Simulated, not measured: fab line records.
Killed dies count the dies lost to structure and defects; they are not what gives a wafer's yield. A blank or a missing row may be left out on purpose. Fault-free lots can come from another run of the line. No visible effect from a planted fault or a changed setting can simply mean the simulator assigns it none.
Which tool is to blame? / flow berkeley cmos170 / 14 lots with 42 wafers sampled at 3 steps, on a route of 331 steps

## WHAT EACH GAUGE READ, for each wafer
UCB170_NSD_OVL_MEAS_07.
lot=L927; measured=day 6 10:49; on=overlay-02; NSD_OVL (nm)=7 12 5
lot=L929; measured=day 6 11:24; on=overlay-02; NSD_OVL (nm)=-2 4 8
lot=L928; measured=day 6 11:38; on=overlay-02; NSD_OVL (nm)=3 -6 -7
lot=L931; measured=day 7 04:13; on=overlay-02; NSD_OVL (nm)=-3 1 3
lot=L930; measured=day 7 04:25; on=overlay-02; NSD_OVL (nm)=13 11 3
lot=L933; measured=day 7 17:03; on=overlay-02; NSD_OVL (nm)=3 -4 0
lot=L934; measured=day 8 06:11; on=overlay-02; NSD_OVL (nm)=-1 -3 -2
lot=L935; measured=day 8 18:31; on=overlay-02; NSD_OVL (nm)=9 5 4
lot=L936; measured=day 8 18:52; on=overlay-02; NSD_OVL (nm)=-1 3 -3
lot=L938; measured=day 9 03:22; on=overlay-01; NSD_OVL (nm)=6 5 2
lot=L941; measured=day 9 12:32; on=overlay-01; NSD_OVL (nm)=1 6 0
lot=L944; measured=day 10 08:37; on=overlay-01; NSD_OVL (nm)=-8 -16 -6
lot=L949; measured=day 11 09:10; on=overlay-01; NSD_OVL (nm)=8 -2 9
lot=L950; measured=day 11 22:43; on=overlay-02; NSD_OVL (nm)=-7 -4 -9

UCB170_M1_OVL_MEAS_10.
lot=L927; measured=day 6 21:12; on=overlay-02; M1_OVL (nm)=3 -3 6
lot=L929; measured=day 6 21:17; on=overlay-02; M1_OVL (nm)=3 0 8
lot=L928; measured=day 6 22:50; on=overlay-02; M1_OVL (nm)=1 4 7
lot=L931; measured=day 7 14:03; on=overlay-02; M1_OVL (nm)=11 -8 7
lot=L930; measured=day 7 15:35; on=overlay-02; M1_OVL (nm)=1 1 -2
lot=L933; measured=day 8 03:55; on=overlay-02; M1_OVL (nm)=0 9 4
lot=L934; measured=day 8 14:13; on=overlay-02; M1_OVL (nm)=10 6 11
lot=L935; measured=day 9 04:59; on=overlay-02; M1_OVL (nm)=-4 -5 0
lot=L936; measured=day 9 04:43; on=overlay-01; M1_OVL (nm)=4 0 1
lot=L938; measured=day 9 13:30; on=overlay-02; M1_OVL (nm)=3 5 8
lot=L941; measured=day 10 00:13; on=overlay-02; M1_OVL (nm)=13 11 12
lot=L944; measured=day 10 16:57; on=overlay-02; M1_OVL (nm)=8 -2 2
lot=L949; measured=day 11 18:14; on=overlay-01; M1_OVL (nm)=11 3 10
lot=L950; measured=day 12 09:02; on=overlay-02; M1_OVL (nm)=1 0 -1

## TOOL THAT RAN EACH LOT (tool first, then ch and the chambers of the sampled wafers, then the start)
lot=L927; UCB170_SDANNEAL_RTA_01=rtp anneal-01 ch 0, day 6 12:10
lot=L929; UCB170_SDANNEAL_RTA_01=rtp anneal-02 ch 0, day 6 12:58
lot=L928; UCB170_SDANNEAL_RTA_01=rtp anneal-02 ch 0, day 6 15:35
lot=L931; UCB170_SDANNEAL_RTA_01=rtp anneal-02 ch 0, day 7 05:42
lot=L930; UCB170_SDANNEAL_RTA_01=rtp anneal-01 ch 0, day 7 05:55
lot=L933; UCB170_SDANNEAL_RTA_01=rtp anneal-01 ch 0, day 7 18:22
lot=L934; UCB170_SDANNEAL_RTA_01=rtp anneal-02 ch 0, day 8 07:35
lot=L935; UCB170_SDANNEAL_RTA_01=rtp anneal-01 ch 0, day 8 20:02
lot=L936; UCB170_SDANNEAL_RTA_01=rtp anneal-01 ch 0, day 8 20:14
lot=L938; UCB170_SDANNEAL_RTA_01=rtp anneal-02 ch 0, day 9 04:51
lot=L941; UCB170_SDANNEAL_RTA_01=rtp anneal-02 ch 0, day 9 14:05
lot=L944; UCB170_SDANNEAL_RTA_01=rtp anneal-01 ch 0, day 10 10:22
lot=L949; UCB170_SDANNEAL_RTA_01=rtp anneal-02 ch 0, day 11 10:50
lot=L950; UCB170_SDANNEAL_RTA_01=rtp anneal-02 ch 0, day 12 00:08
- UCB170_SDANNEAL_RTA_01: time 5 s.

## WHAT THE TOOLS THEMSELVES READ (means of the sampled wafers that have a number; where no wafer has one, the mark that the record gives instead)
UCB170_SDANNEAL_RTA_01.
lot=L927; tool=rtp anneal-01; anneal temp c max=1053.3; lamp power pct (%)=40.06; wafer_temp_C_max=1053.7
lot=L929; tool=rtp anneal-02; anneal temp c max=1054.2; lamp power pct (%)=39.89; wafer_temp_C_max=1054.7
lot=L928; tool=rtp anneal-02; anneal temp c max=1054.4; lamp power pct (%)=39.93; wafer_temp_C_max=1055.4
lot=L931; tool=rtp anneal-02; anneal temp c max=1053.7; lamp power pct (%)=39.92; wafer_temp_C_max=1054.9
lot=L930; tool=rtp anneal-01; anneal temp c max=1053.1; lamp power pct (%)=40.07; wafer_temp_C_max=1053.9
lot=L933; tool=rtp anneal-01; anneal temp c max=1053.2; lamp power pct (%)=40.04; wafer_temp_C_max=1053.8
lot=L934; tool=rtp anneal-02; anneal temp c max=1054.0; lamp power pct (%)=39.92; wafer_temp_C_max=1054.2
lot=L935; tool=rtp anneal-01; anneal temp c max=1053.1; lamp power pct (%)=40.05; wafer_temp_C_max=1053.1
lot=L936; tool=rtp anneal-01; anneal temp c max=1052.6; lamp power pct (%)=40.03; wafer_temp_C_max=1053.3
lot=L938; tool=rtp anneal-02; anneal temp c max=1054.2; lamp power pct (%)=39.91; wafer_temp_C_max=1056.3
lot=L941; tool=rtp anneal-02; anneal temp c max=1053.8; lamp power pct (%)=39.94; wafer_temp_C_max=1054.4
lot=L944; tool=rtp anneal-01; anneal temp c max=1053.4; lamp power pct (%)=40.02; wafer_temp_C_max=1054.1
lot=L949; tool=rtp anneal-02; anneal temp c max=1054.0; lamp power pct (%)=39.90; wafer_temp_C_max=1055.4
lot=L950; tool=rtp anneal-02; anneal temp c max=1053.8; lamp power pct (%)=39.93; wafer_temp_C_max=1055.0

## THE ANSWER, worked out from the rows above alone
Rule: what is usual is taken from the lots themselves. The widest of any qualifying gaps counts: lots, ordered by their means at a reading, are off when they make up no more than a third of the lots, leave a main group of 4 or more, and stand apart from it by 3 or more times the standard deviation of that group's means. If all means in a main group match to the digits the tables above print for the reading, that group is not used. A lot without any number at a reading at which 4 lots or more have one is off too. Where the step has rows for the other lots, those lots are counted as sound. After the gauges, taken in route order, come the tools' own readings; for these a lot's mean is taken, as printed above. The first step at which some lot is off is used, and at that step the reading that is off furthest; a lot without a number counts as furthest.
None of the lots is off at any reading shown; this tells nothing.

## WHAT WAS PUT IN BY THE SIMULATOR
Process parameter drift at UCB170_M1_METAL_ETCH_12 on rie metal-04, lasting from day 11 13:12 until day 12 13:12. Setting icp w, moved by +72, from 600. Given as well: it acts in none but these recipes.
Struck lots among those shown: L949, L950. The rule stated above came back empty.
